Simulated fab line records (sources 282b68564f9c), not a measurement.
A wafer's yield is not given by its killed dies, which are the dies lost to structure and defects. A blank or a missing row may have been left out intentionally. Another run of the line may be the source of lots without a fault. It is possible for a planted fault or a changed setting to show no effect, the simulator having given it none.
fab line records	flow rit-cmos
[record] lots = 12	wafers = 36	last-day = 7
route steps=202 shown ACTIVE@11 M1@202
lots untouched by any fault: they come from a run of this same line in which no faults occurred
start-h: start of the lot's first displayed wafer, in hours after the record's first day	wait-h: how many hours have passed since the lot's step before this one	" identical to the entry in the row above	L1.1+2: a single row standing in for several wafers	- no value, or no start was given	* or withheld: withheld	< > ~ a bound
route shown NAME@n: a module of which the file shows steps, and the number in the route of the first	usual: the fault-free wafers' mean and standard deviation	same: alike in all rows	chamber/n: place in a boat	sites: readings site by site	_std_site: standard deviation across them	_edge_site: inner sites' mean taken away from outer sites' mean	radius-mm: how far each site lies from the wafer's centre	mask NAME#n: copy n	behind: the most recent tool/chamber to have shaped the wafer	hold: reason for holding the lot/hours on hold/outcome of the hold	device: which transistor (n, p or np) failed to switch	end of line: tests of these same wafers at the route's end	a step without rows: its recipe alone	killed: not the wafer's yield, but the dies lost to structure and defects at the first sort	map: the dies of a wafer, with x for killed, . for not killed, _ for no die there
set.NAME: the setting as run; set.NAME@STEP: as run at that earlier step	model.NAME: the simulator's own value behind a step, which no gauge read
route steps across a sampled set of lots; one table per step, one row per wafer
[[steps]]
[step RIT_ACTIVE_DEVELOP_10]
[recipe] resist = NOVOLAK	develop-time-s = 50	dev-temp-c = 23
[usual] chill-plate-temp-C = 22.99/0.11	developer-temp-C = 23.00/0.11
lot.wafer	tool	chamber	start-h	wait-h	chill-plate-temp-C	developer-temp-C
L349.3	litho-track-04	0	14	-	23.03	23.12
L349.4	"	0	"	"	23.00	23.21
L349.6	"	0	"	"	22.98	23.08
L350.2	litho-track-02	0	19	-	23.01	22.90
L350.3	"	0	"	"	23.15	22.95
L350.6	"	0	20	-	22.99	22.99
L351.1	litho-track-04	0	25	-	22.98	23.01
L351.4	"	0	"	"	23.06	23.03
L351.6	"	0	"	"	22.98	23.11
L352.2	litho-track-02	0	29	-	23.06	23.03
L352.4	"	0	"	"	22.99	23.06
L352.6	"	0	"	"	22.97	23.06
L353.4	litho-track-03	0	39	-	23.01	22.85
L353.5	"	0	"	"	23.01	23.09
L353.6	"	0	"	"	22.84	22.93
L355.1	litho-track-02	0	45	-	22.86	22.97
L355.4	"	0	"	"	22.93	22.98
L355.6	"	0	"	"	22.92	23.06
L361.1	litho-track-04	0	76	-	22.80	25.17
L361.2	"	0	"	"	23.12	25.14
L361.6	"	0	"	"	23.02	25.21
L362.1	litho-track-04	0	79	-	22.97	25.36
L362.2	"	0	"	"	22.85	25.42
L362.3	"	0	"	"	22.72	25.29
L363.4	litho-track-02	0	85	-	23.06	23.21
L363.5	"	0	"	"	23.19	23.11
L363.6	"	0	"	"	23.06	23.11
L367.1	litho-track-03	0	104	-	22.90	23.05
L367.4	"	0	"	"	22.94	23.19
L367.6	"	0	"	"	22.86	23.01
L368.2	litho-track-03	0	109	-	23.05	23.21
L368.3	"	0	"	"	23.11	23.13
L368.6	"	0	"	"	22.91	23.18
L371.1	litho-track-03	0	124	-	23.10	22.75
L371.3	"	0	"	"	23.10	22.88
L371.4	"	0	"	"	22.97	22.78
[step RIT_ACTIVE_CD_MEAS_11]
[recipe] target-cd-nm = 1400
[usual] cd-nm = 1399.9/2.3
lot.wafer	tool	chamber	start-h	wait-h	hold	cd-nm
L349.3	cd-sem-01	-	14.70	-	-	1401.0
L349.4	"	-	"	"	-	1401.4
L349.6	"	-	"	"	-	1402.9
L350.2	cd-sem-02	-	20.05	-	-	1398.6
L350.3	"	-	"	"	-	1400.9
L350.6	"	-	"	"	-	1399.9
L351.1	cd-sem-01	-	25.92	-	-	1399.3
L351.4	"	-	"	"	-	1397.8
L351.6	"	-	"	"	-	1397.7
L352.2	cd-sem-01	-	29.70	-	-	1398.9
L352.4	"	-	"	"	-	1397.2
L352.6	"	-	"	"	-	1400.0
L353.4	cd-sem-01	-	39.31	-	-	1400.8
L353.5	"	-	"	"	-	1400.7
L353.6	"	-	"	"	-	1399.4
L355.1	cd-sem-01	-	45.30	-	-	1399.4
L355.4	"	-	"	"	-	1402.1
L355.6	"	-	"	"	-	1397.4
L361.1	cd-sem-02	-	76.69	-	await-dispo/0.2h/release	1409.6
L361.2	"	-	"	"	await-dispo/0.2h/release	1406.0
L361.6	"	-	"	"	await-dispo/0.2h/release	1409.8
L361.1	cd-sem-02	-	76.98	0.3	-	1409.5
L361.2	"	-	"	"	-	1406.1
L361.6	"	-	"	"	-	1409.6
L362.1	cd-sem-01	-	80.03	-	-	1406.1
L362.2	"	-	"	"	-	1407.3
L362.3	"	-	"	"	-	1407.2
L363.4	cd-sem-02	-	85.33	-	-	1398.6
L363.5	"	-	"	"	-	1400.7
L363.6	"	-	"	"	-	1399.6
L367.1	cd-sem-01	-	104.92	-	-	1404.7
L367.4	"	-	"	"	-	1401.4
L367.6	"	-	"	"	-	1402.8
L368.2	cd-sem-01	-	109.95	-	-	1402.8
L368.3	"	-	"	"	-	1402.9
L368.6	"	-	"	"	-	1401.5
L371.1	cd-sem-01	-	124.50	-	-	1402.5
L371.3	"	-	"	"	-	1399.2
L371.4	"	-	"	"	-	1399.7
[step RIT_M1_PROBE_99]
[usual] killed-at-contacts = 0.1/0.31	killed-at-front-end = 8/3.1	killed-dies = 8/3.2	killed-open = 3.9/2.2	killed-short = 3.8/2.1
[same] gross-dies = 264	killed_at_M0_to_M3 = 0	killed_at_M4_up = 0	killed-at-back-side = 0	killed-at-other = 0
lot.wafer	tool	chamber	start-h	wait-h	killed-at-contacts	killed-at-front-end	killed-dies	killed-open	killed-short
L349.3	prober-02	-	62.40	0.2	0	12	12	5	7
L349.4	prober-02	-	62.45	0.2	0	12	12	5	7
L349.6	prober-02	-	62.55	0.2	0	8	8	6	2
L350.2	prober-01	-	66.54	0.1	0	4	4	4	0
L350.3	prober-01	-	66.59	0.2	0	2	2	0	2
L350.6	prober-01	-	66.74	0.2	0	7	7	3	4
L351.1	prober-02	-	73.42	0.1	0	12	12	7	5
L351.4	prober-02	-	73.57	0.2	0	8	8	4	4
L351.6	prober-02	-	73.67	0.2	0	7	7	1	6
L352.2	prober-01	-	80.81	0.1	0	6	6	5	1
L352.4	prober-01	-	80.91	0.2	0	4	4	1	3
L352.6	prober-01	-	81.01	0.2	0	8	8	4	4
L353.4	prober-01	-	90.68	0.2	0	7	7	5	2
L353.5	prober-01	-	90.73	0.2	0	7	7	4	3
L353.6	prober-01	-	90.78	0.2	0	9	9	3	6
L355.1	prober-02	-	92.29	0.1	0	11	11	6	5
L355.4	prober-02	-	92.44	0.2	1	13	14	5	9
L355.6	prober-02	-	92.54	0.2	0	3	3	1	2
L362.1	prober-01	-	124.24	0.1	0	6	6	1	5
L362.2	prober-01	-	124.29	0.1	0	13	13	5	8
L362.3	prober-01	-	124.34	0.2	0	7	7	3	4
L361.1	prober-02	-	130.31	0.1	0	2	2	1	1
L361.2	prober-02	-	130.36	0.1	0	6	6	4	2
L361.6	prober-02	-	130.56	0.2	0	8	8	7	1
L363.4	prober-02	-	132.17	0.2	0	3	3	1	2
L363.5	prober-02	-	132.22	0.2	0	11	11	9	2
L363.6	prober-02	-	132.27	0.2	0	6	6	2	4
L367.1	prober-02	-	153.94	0.1	0	9	9	2	7
L367.4	prober-02	-	154.09	0.2	0	5	5	4	1
L367.6	prober-02	-	154.19	0.2	0	12	12	4	8
L368.2	prober-01	-	157.03	0.1	0	9	9	6	3
L368.3	prober-01	-	157.08	0.2	1	9	10	5	5
L368.6	prober-01	-	157.23	0.2	0	6	6	6	0
L371.1	prober-02	-	172.80	0.1	0	7	7	2	5
L371.3	prober-02	-	172.90	0.2	0	10	10	5	5
L371.4	prober-02	-	172.95	0.2	0	6	6	4	2
// killed by level:class
L349.3 GATE:geometric-particle:short=3 SILICIDE:geometric-particle:open=2 FOX1:geometric-particle:open=1 FOX2:geometric-particle:short=1 GATE:geometric-particle:open=1 REOX:geometric-particle:open=1 REOX:geometric-particle:short=1 SPACER:geometric-particle:short=1
L349.4 GATE:geometric-particle:open=3 GATE:geometric-particle:short=2 FOX1:geometric-particle:short=1 FOX2:geometric-particle:short=1 REOX:geometric-particle:short=1 SPACER:geometric-particle:short=1 SPACER:geometric-particle:open=1 SILICIDE:geometric-particle:open=1
L349.6 FOX2:geometric-particle:short=2 FOX2:geometric-particle:open=2 GATE:geometric-particle:open=2 REOX:geometric-particle:open=2
L350.2 SILICIDE:geometric-particle:open=2 FOX1:geometric-particle:open=1 SPACER:geometric-particle:open=1
L350.3 SPACER:geometric-particle:short=2
L350.6 FOX1:geometric-particle:short=1 FOX1:geometric-particle:open=1 GATE:geometric-particle:open=1 GATE:geometric-particle:short=1 REOX:geometric-particle:short=1 REOX:geometric-particle:open=1 SILICIDE:geometric-particle:short=1
L351.1 FOX1:geometric-particle:open=2 GATE:geometric-particle:open=2 REOX:geometric-particle:short=2 FOX1:geometric-particle:short=1 FOX2:geometric-particle:open=1 FOX2:geometric-particle:short=1 GATE:geometric-particle:short=1 REOX:geometric-particle:open=1
L351.4 SPACER:geometric-particle:short=3 SPACER:geometric-particle:open=2 FOX1:geometric-particle:short=1 FOX1:geometric-particle:open=1 REOX:geometric-particle:open=1
L351.6 REOX:geometric-particle:short=2 SPACER:geometric-particle:short=2 FOX1:geometric-particle:short=1 GATE:geometric-particle:short=1 GATE:geometric-particle:open=1
L352.2 FOX1:geometric-particle:open=2 GATE:geometric-particle:open=2 GATE:geometric-particle:short=1 REOX:geometric-particle:open=1
L352.4 GATE:geometric-particle:short=3 STARTING-WAFER:geometric-particle:open=1
L352.6 REOX:geometric-particle:short=3 SPACER:geometric-particle:open=2 FOX1:geometric-particle:open=1 REOX:geometric-particle:open=1 SPACER:geometric-particle:short=1
L353.4 GATE:geometric-particle:open=2 REOX:geometric-particle:open=2 FOX2:geometric-particle:open=1 SPACER:geometric-particle:short=1 SILICIDE:geometric-particle:short=1
L353.5 GATE:geometric-particle:open=3 FOX2:geometric-particle:open=1 FOX2:geometric-particle:short=1 GATE:geometric-particle:short=1 SPACER:geometric-particle:short=1
L353.6 GATE:geometric-particle:open=2 REOX:geometric-particle:short=2 SPACER:geometric-particle:short=2 FOX2:geometric-particle:short=1 SPACER:geometric-particle:open=1 SILICIDE:geometric-particle:short=1
L355.1 GATE:geometric-particle:short=3 SILICIDE:geometric-particle:open=2 FOX1:geometric-particle:open=1 FOX2:geometric-particle:open=1 GATE:geometric-particle:open=1 REOX:geometric-particle:short=1 REOX:geometric-particle:open=1 SILICIDE:geometric-particle:short=1
L355.4 SPACER:geometric-particle:short=3 GATE:geometric-particle:short=2 SILICIDE:geometric-particle:short=2 FOX1:geometric-particle:open=1 FOX2:geometric-particle:short=1 REOX:geometric-particle:short=1 REOX:geometric-particle:open=1 SPACER:geometric-particle:open=1
L355.6 FOX2:geometric-particle:short=1 GATE:geometric-particle:open=1 SPACER:geometric-particle:short=1
L362.1 GATE:geometric-particle:short=2 FOX1:geometric-particle:short=1 FOX2:geometric-particle:short=1 REOX:geometric-particle:open=1 SPACER:geometric-particle:short=1
L362.2 GATE:geometric-particle:short=5 GATE:geometric-particle:open=3 FOX1:geometric-particle:short=2 ACTIVE:geometric-particle:open=1 SPACER:geometric-particle:open=1 SILICIDE:geometric-particle:short=1
L362.3 GATE:geometric-particle:open=2 GATE:geometric-particle:short=2 REOX:geometric-particle:short=1 REOX:geometric-particle:open=1 SPACER:geometric-particle:short=1
L361.1 GATE:geometric-particle:open=1 SILICIDE:geometric-particle:short=1
L361.2 FOX1:geometric-particle:open=3 ACTIVE:geometric-particle:open=1 REOX:geometric-particle:short=1 SPACER:geometric-particle:short=1
L361.6 GATE:geometric-particle:open=4 REOX:geometric-particle:open=2 SPACER:geometric-particle:short=1 SILICIDE:geometric-particle:open=1
L363.4 FOX2:geometric-particle:short=2 FOX2:geometric-particle:open=1
L363.5 FOX2:geometric-particle:open=3 FOX2:geometric-particle:short=2 GATE:geometric-particle:open=2 FOX1:geometric-particle:open=1 REOX:geometric-particle:open=1 SPACER:geometric-particle:open=1 SILICIDE:geometric-particle:open=1
L363.6 GATE:geometric-particle:short=3 GATE:geometric-particle:open=2 FOX2:geometric-particle:short=1
L367.1 GATE:geometric-particle:short=3 REOX:geometric-particle:short=2 GATE:geometric-particle:open=1 SPACER:geometric-particle:short=1 SILICIDE:geometric-particle:short=1 SILICIDE:geometric-particle:open=1
L367.4 GATE:geometric-particle:open=3 FOX1:geometric-particle:short=1 SILICIDE:geometric-particle:open=1
L367.6 REOX:geometric-particle:short=3 GATE:geometric-particle:short=2 SILICIDE:geometric-particle:open=2 SILICIDE:geometric-particle:short=2 FOX1:geometric-particle:open=1 FOX1:geometric-particle:short=1 GATE:geometric-particle:open=1
L368.2 FOX2:geometric-particle:open=2 FOX1:geometric-particle:open=1 GATE:geometric-particle:short=1 GATE:geometric-particle:open=1 SPACER:geometric-particle:short=1 SPACER:geometric-particle:open=1 SILICIDE:geometric-particle:open=1 SILICIDE:geometric-particle:short=1
L368.3 SPACER:geometric-particle:open=3 SPACER:geometric-particle:short=3 FOX1:geometric-particle:open=1 FOX2:geometric-particle:short=1 GATE:geometric-particle:open=1 CONTACT:geometric-particle:short=1
L368.6 FOX1:geometric-particle:open=4 GATE:geometric-particle:open=1 SPACER:geometric-particle:open=1
L371.1 FOX1:geometric-particle:short=2 GATE:geometric-particle:short=2 GATE:geometric-particle:open=1 SPACER:geometric-particle:short=1 SPACER:geometric-particle:open=1
L371.3 GATE:geometric-particle:open=3 FOX1:geometric-particle:short=1 FOX1:geometric-particle:open=1 FOX2:geometric-particle:short=1 GATE:geometric-particle:short=1 REOX:geometric-particle:short=1 SPACER:geometric-particle:open=1 SPACER:geometric-particle:short=1
L371.4 GATE:geometric-particle:open=2 FOX1:geometric-particle:short=1 GATE:geometric-particle:short=1 REOX:geometric-particle:open=1 SPACER:geometric-particle:open=1
[[key]]
[first-sign] step = RIT_ACTIVE_DEVELOP_10	reading = developer-temp-C	direction = up	sigmas = 21	usual = *	struck = *
[effect] step = RIT_ACTIVE_CD_MEAS_11	reading = visit	direction = added	through = control-loop
met-at RIT_ACTIVE_DEVELOP_10
struck-lots L361,L362
tester-left-out L361,L362
[loop-trim] step = RIT_ACTIVE_EXPOSE_08	setting = dose	lots = L362
onset-between 25 76
[fault] kind = process-parameter-drift	tool = litho-track-04	chamber = -	onset-h = 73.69	steps = RIT_ACTIVE_DEVELOP_10	channel = dev-temp-c	offset = *	shape = step	end-h = 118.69	acts-in = *	stated = *
// tester-left-out: of these lots the tester's yield and bins aren't shown, on N5 and GAA mostly nor the transistor test; their killed dies are dies lost to structure and defects alone, not to doping, threshold or leakage, so they don't give the yield
// loop-trim: a control loop set the setting to another value than it would have without faults
